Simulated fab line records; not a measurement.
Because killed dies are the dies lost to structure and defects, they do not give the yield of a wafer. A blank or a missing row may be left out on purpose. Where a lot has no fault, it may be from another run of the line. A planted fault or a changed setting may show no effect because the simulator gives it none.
Split-lot experiment + flow berkeleyCmos170 + route with 331 steps; 5 lots, 23 wafers read

THE SPLIT
At UCB170_M3_COAT_05 (resist thk 900 nm), the setting resistThkNm was moved away from the recipe's 900 nm on 9 of the 23 wafers read, by -3.2% to +3.1%. This setting was run at the recipe's value on the other wafers.

The reading comes from the split's own step.

THE READING
KrF_of_M3_COAT_05.thkNm (the simulator's own value, which no gauge read), in nm, at UCB170_M3_COAT_05 (resist thk 900 nm). There is no usual value for it anywhere in the file. Across the 14 wafers here that went through the recipe, the average is 898.7 nm and the standard deviation 2 nm.

| wafer  | tool, chamber at the split | resistThkNm as run, nm | against the recipe | KrF_of_M3_COAT_05.thkNm, nm | against lot-mates on the recipe |
|--------|----------------------------|------------------------|--------------------|-----------------------------|---------------------------------|
| L074.1 | lithoTrack-04, 0           | 923.8                  | +2.6%              | 920.1                       | +24.8                           |
| L074.2 | lithoTrack-04, 0           | 923.8                  | +2.6%              | 921.1                       | +25.8                           |
| L074.3 | lithoTrack-04, 0           | 923.8                  | +2.6%              | 921.2                       | +25.9                           |
| L074.4 | lithoTrack-04, 0           | 900                    | recipe             | 896.4                       | -                               |
| L074.5 | lithoTrack-04, 0           | 900                    | recipe             | 894.3                       | -                               |
| L078.2 | lithoTrack-02, 0           | 928                    | +3.1%              | 926.9                       | +29.1                           |
| L078.3 | lithoTrack-02, 0           | 928                    | +3.1%              | 928.2                       | +30.5                           |
| L078.4 | lithoTrack-02, 0           | 900                    | recipe             | 898.4                       | -                               |
| L078.5 | lithoTrack-02, 0           | 900                    | recipe             | 897.1                       | -                               |
| L078.6 | lithoTrack-02, 0           | 928                    | +3.1%              | 925.5                       | +27.8                           |
| L083.1 | lithoTrack-03, 0           | 900                    | recipe             | 899.7                       | -                               |
| L083.4 | lithoTrack-03, 0           | 900                    | recipe             | 899.7                       | -                               |
| L083.2 | lithoTrack-03, 0           | 900                    | recipe             | 901.7                       | -                               |
| L083.5 | lithoTrack-03, 0           | 900                    | recipe             | 897                         | -                               |
| L083.6 | lithoTrack-03, 0           | 900                    | recipe             | 899.1                       | -                               |
| L082.1 | lithoTrack-04, 0           | 871.2                  | -3.2%              | 868.8                       | -29.8                           |
| L082.2 | lithoTrack-04, 0           | 871.2                  | -3.2%              | 867.4                       | -31.2                           |
| L082.3 | lithoTrack-04, 0           | 900                    | recipe             | 899.6                       | -                               |
| L082.5 | lithoTrack-04, 0           | 871.2                  | -3.2%              | 869.9                       | -28.7                           |
| L082.6 | lithoTrack-04, 0           | 900                    | recipe             | 897.6                       | -                               |
| L084.2 | lithoTrack-02, 0           | 900                    | recipe             | 900.4                       | -                               |
| L084.4 | lithoTrack-02, 0           | 900                    | recipe             | 901.3                       | -                               |
| L084.5 | lithoTrack-02, 0           | 900                    | recipe             | 899.6                       | -                               |

FIT RESULTS
A straight line over all 23 wafers: KrF_of_M3_COAT_05.thkNm changes by +9.03 nm for each +1% of resistThkNm; r = +0.99; the points scatter about the line by 1.8 nm.
The same after taking each lot's own level away (the mean of its wafers on the recipe; 23 wafers): +9.41 nm for each +1%; r = +1.00; scatter 1.1 nm.
Per that fit: largest resistThkNm move, reading shift of 30 nm.
The lots' own levels span 895.35 to 900.43 nm, that is 2.6 times the standard deviation above.
The two slopes are in agreement: the lot-to-lot level therefore moves the slope only a little.
Check: for one of the wafers moved furthest among these (-3.2%), held out of the fit, the line's prediction against its lot-mates is -30.1 nm. Against them it came out at -29.8 nm.

OTHER SPLITS APPLIED TO THESE WAFERS
These wafers also went through other splits before the reading. Each is held against what the fit with the lots' levels taken away leaves over:
| other split on the same wafers   | wafers away from the commonest value | r with KrF_of_M3_COAT_05.thkNm (lot level and that fit taken away) |
|----------------------------------|--------------------------------------|--------------------------------------------------------------------|
| UCB170_CONTACT_ETCH_17 sourceW   | 12                                   | -0.14                                                              |
| UCB170_V1_EXPOSE_09 doseMj       | 8                                    | -0.14                                                              |
| UCB170_V2_CMP_02 leaveAboveRefNm | 10                                   | +0.27                                                              |
| UCB170_V2_ETCH_14 timeS          | 11                                   | +0.05                                                              |

THE WHOLE CHAIN: every reading that the file lists as answering this split, in the file's order
| step               | what it does      | reading                                                                  | change (the file's fit)              | r (the file's) |
|--------------------|-------------------|--------------------------------------------------------------------------|--------------------------------------|----------------|
| UCB170_M3_COAT_05  | resist thk 900 nm | KrF_of_M3_COAT_05.thkNm (the simulator's own value, which no gauge read) | +9.41 nm for each +1% of the setting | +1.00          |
| UCB170_M3_STRIP_07 | strips in O2      | stripTimeToEndpointS                                                     | withheld for each +1% of the setting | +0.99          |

FILE'S OWN FIT
KrF_of_M3_COAT_05.thkNm changes by +9.41 nm for each +1% of resistThkNm, r = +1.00.
